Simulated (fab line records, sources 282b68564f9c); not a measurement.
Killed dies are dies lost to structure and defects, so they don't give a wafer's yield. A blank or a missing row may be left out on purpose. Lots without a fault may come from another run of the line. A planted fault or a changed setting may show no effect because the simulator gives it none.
Which tool did it? | flow rit_cmos | 15 lots, 45 wafers sampled, at 3 steps of a route of 202

WHAT THE GAUGES READ, wafer by wafer
RIT_PLDD_TW_MEAS_10. Usual: PLDD_TW 2317, standard deviation 21.
lot  | measured    | on            | PLDD_TW        | flag
L690 | day 3 01:11 | film_metro-04 | 2354 2342 2342 |
L691 | day 3 04:46 | film_metro-03 | 2311 2318 2315 |
L692 | day 3 06:14 | film_metro-03 | 2313 2311 2320 |
L694 | day 3 16:22 | film_metro-03 | 2317 2302 2315 |
L695 | day 3 22:35 | film_metro-03 | 2314 2298 2316 |
L696 | day 4 02:01 | film_metro-03 | 2307 2307 2310 |
L698 | day 4 12:02 | film_metro-03 | 2317 2315 2319 |
L699 | day 4 18:24 | film_metro-04 | 2352 2344 2348 |
L701 | day 5 02:05 | film_metro-04 | 2323 2338 2331 |
L702 | day 5 07:23 | film_metro-03 | 2301 2311 2323 |
L703 | day 5 11:58 | film_metro-03 | 2328 2318 2303 |
L708 | day 6 14:43 | film_metro-04 | 2335 2345 2342 |
L709 | day 6 19:50 | film_metro-03 | 2473 2468 2470 | OFF
L710 | day 6 23:49 | film_metro-01 | 2461 2446 2458 | OFF
L711 | day 7 03:34 | film_metro-01 | 2469 2483 2473 | OFF

RIT_SDANNEAL_RS_MEAS_06: measures by four-point-probe. Usual: PLDD_RS 178.7 ohm/sq, standard deviation 0.53.
lot  | measured    | on            | PLDD_RS (ohm/sq)  | flag
L690 | day 3 07:17 | film_metro-03 | 178.2 178.6 178.4 |
L691 | day 3 11:20 | film_metro-03 | 178.7 178.1 178.2 |
L692 | day 3 12:40 | film_metro-04 | 178.5 179.5 179.1 |
L694 | day 3 22:34 | film_metro-04 | 178.8 179.3 178.7 |
L695 | day 4 04:51 | film_metro-01 | 179.1 179.1 179.3 |
L696 | day 4 08:07 | film_metro-01 | 179.3 179.7 178.7 |
L698 | day 4 18:14 | film_metro-03 | 177.8 178.2 178.2 |
L699 | day 5 00:48 | film_metro-04 | 177.3 178.2 178.0 |
L701 | day 5 08:32 | film_metro-03 | 179.4 178.8 179.2 |
L702 | day 5 13:38 | film_metro-03 | 178.6 177.7 178.6 |
L703 | day 5 19:11 | film_metro-04 | 177.8 178.6 178.2 |
L708 | day 6 21:11 | film_metro-03 | 179.3 179.6 179.6 |
L709 | day 7 02:17 | film_metro-01 | 163.5 164.2 163.1 | OFF
L710 | day 7 05:56 | film_metro-03 | 164.0 163.8 163.5 | OFF
L711 | day 7 10:10 | film_metro-01 | 163.3 163.4 162.8 | OFF

WHICH TOOL RAN EACH LOT (tool, then ch and the chambers of the sampled wafers, then the start)
lot  | RIT_PLDD_IMPLANT_08
L690 | implanter-01 ch 0, day 3 00:52
L691 | implanter-02 ch 0, day 3 04:27
L692 | implanter-01 ch 0, day 3 05:55
L694 | implanter-01 ch 0, day 3 16:03
L695 | implanter-02 ch 0, day 3 22:17
L696 | implanter-02 ch 0, day 4 01:42
L698 | implanter-01 ch 0, day 4 11:43
L699 | implanter-01 ch 0, day 4 18:05
L701 | implanter-02 ch 0, day 5 01:46
L702 | implanter-03 ch 0, day 5 07:04
L703 | implanter-03 ch 0, day 5 11:39
L708 | implanter-01 ch 0, day 6 14:25
L709 | implanter-01 ch 0, day 6 19:32
L710 | implanter-01 ch 0, day 6 23:30
L711 | implanter-01 ch 0, day 7 03:16
- RIT_PLDD_IMPLANT_08

WHAT THE TOOLS THEMSELVES READ (means of the sampled wafers that have a number; where no wafer has one, the mark that the record gives instead)
RIT_PLDD_IMPLANT_08. Usual: beam_energy_keV 19.999, standard deviation 0.0062.
lot  | tool         | beam_energy_keV | flag
L690 | implanter-01 | 20.001          |
L691 | implanter-02 | 19.990          |
L692 | implanter-01 | 19.992          |
L694 | implanter-01 | 19.999          |
L695 | implanter-02 | 19.997          |
L696 | implanter-02 | 19.998          |
L698 | implanter-01 | 19.995          |
L699 | implanter-01 | 20.000          |
L701 | implanter-02 | 20.001          |
L702 | implanter-03 | 20.006          |
L703 | implanter-03 | 19.996          |
L708 | implanter-01 | 19.994          |
L709 | implanter-01 | 25.997          | OFF
L710 | implanter-01 | 25.996          | OFF
L711 | implanter-01 | 26.006          | OFF

THE ANSWER, worked out from the rows above alone
Rule: a lot is off if the mean of its wafers that have a number lies more than 3 standard deviations from the usual mean. A lot without any number at a reading at which 4 lots or more have one is off too. The other lots that the step has rows for count as sound. The gauges are gone through in route order, then the tools' own readings, and for those a lot's mean is taken as printed above. The first step at which some lot is off is used, and at that step the reading that is off furthest; a lot without a number counts as furthest.
Off: L709, L710, L711, at RIT_PLDD_TW_MEAS_10 (PLDD_TW).
A tool fits if, at a process step before that reading, it ran every lot that is off, and no sound lot after the first of them. The gauges at RIT_PLDD_TW_MEAS_10 aren't tried: what is off there is off at RIT_PLDD_IMPLANT_08 too, on other tools, and a gauge's error can't cause that. One fits: implanter-01 at RIT_PLDD_IMPLANT_08. Its last sound lot is L708 (day 6 14:25), its first lot that is off L709 (day 6 19:32): a fault that began between those two fits.
The tool's own readings at RIT_PLDD_IMPLANT_08 bear it out: on the lots that are off they differ by more than 5 times the standard deviation of the sound lots' means. beam_energy_keV reads 26.000 there against 19.997 on the sound lots.

WHAT THE SIMULATOR HAD PUT IN
Process parameter drift: implanter-01, from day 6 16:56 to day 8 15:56, at RIT_PLDD_IMPLANT_08. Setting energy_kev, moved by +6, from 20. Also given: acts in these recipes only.
Lots struck among those shown: L709, L710, L711. The rule above found the same.
